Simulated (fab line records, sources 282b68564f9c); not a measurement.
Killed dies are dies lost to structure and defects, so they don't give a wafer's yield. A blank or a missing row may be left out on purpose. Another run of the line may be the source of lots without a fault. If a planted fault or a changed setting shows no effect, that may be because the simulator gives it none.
Which tool did it? -- flow rit_cmos -- at 1 step of a route of 202, 13 lots with 39 wafers sampled

WHAT THE GAUGES READ, wafer by wafer
Not one reading of a measure or inspect step in the record can be checked against a usual standard deviation.

TOOL THAT RAN EACH LOT (tool first, then ch and the chambers of the sampled wafers, then the start)
lot,RIT_PSD_STRIP_09
L541,"plasma_asher-04 ch 0,1, day 3 01:02"
L542,"plasma_asher-02 ch 0,1, day 3 06:20"
L543,"plasma_asher-02 ch 0,1, day 3 13:57"
L544,"plasma_asher-01 ch 0,1, day 3 15:34"
L546,"plasma_asher-02 ch 0,1, day 4 06:50"
L550,"plasma_asher-04 ch 0, day 4 21:06"
L554,"plasma_asher-02 ch 0,1, day 5 22:51"
L557,"plasma_asher-01 ch 0,1, day 6 11:50"
L558,"plasma_asher-01 ch 0,1, day 6 17:55"
L560,"plasma_asher-02 ch 0,1, day 7 02:36"
L561,"plasma_asher-01 ch 0,1, day 7 08:43"
L562,"plasma_asher-02 ch 0,1, day 7 12:01"
L564,"plasma_asher-04 ch 0,1, day 7 22:59"
- RIT_PSD_STRIP_09: strips in O2, time 180 s.

AS READ BY THE TOOLS THEMSELVES (means over the sampled wafers that have a number; for cases with no such wafer, the mark the record gives instead)
RIT_PSD_STRIP_09.
lot,tool,chamber_pressure_mTorr (mTorr),drypump_motor_current_A (A),run_length_s (s)
L541,plasma_asher-04,4001,6.21,208.7
L542,plasma_asher-02,4005,5.84,208.7
L543,plasma_asher-02,4004,5.82,208.8
L544,plasma_asher-01,3998,5.92,117.2
L546,plasma_asher-02,4001,5.83,208.3
L550,plasma_asher-04,4003,6.39,208.5
L554,plasma_asher-02,4000,5.85,208.5
L557,plasma_asher-01,4002,5.92,207.7
L558,plasma_asher-01,4003,6.12,207.7
L560,plasma_asher-02,4003,5.83,208.6
L561,plasma_asher-01,3998,6.11,208.0
L562,plasma_asher-02,4001,5.84,208.2
L564,plasma_asher-04,4001,6.02,208.9

THE ANSWER, worked out from the rows above alone
Rule: the usual values come from the lots themselves. The widest of any qualifying gaps counts: lots, ordered by their means at a reading, are off when they make up no more than a third of the lots, leave a main group of 4 or more, and stand apart from it by 3 or more times the standard deviation of that group's means. A main group whose means are all the same, to the digits that the tables above print for the reading, isn't used. A lot without any number at a reading at which 4 lots or more have one is off too. All remaining lots with rows at the step are treated as sound. The gauges are gone through in route order, then the tools' own readings, and for those a lot's mean is taken as printed above. At the first step where some lot is off, the reading lying furthest off is the one used; lots without a number count as furthest.
Off, at RIT_PSD_STRIP_09 on run_length_s: L544. Mean 208.4 s and standard deviation 0.39 in the main group.
If a tool, at that step or one of the process steps before it, ran each lot that is off and ran no sound lot following the first of them, it fits. Not one of the candidates tried fits.

WHAT THE SIMULATOR HAD PUT IN
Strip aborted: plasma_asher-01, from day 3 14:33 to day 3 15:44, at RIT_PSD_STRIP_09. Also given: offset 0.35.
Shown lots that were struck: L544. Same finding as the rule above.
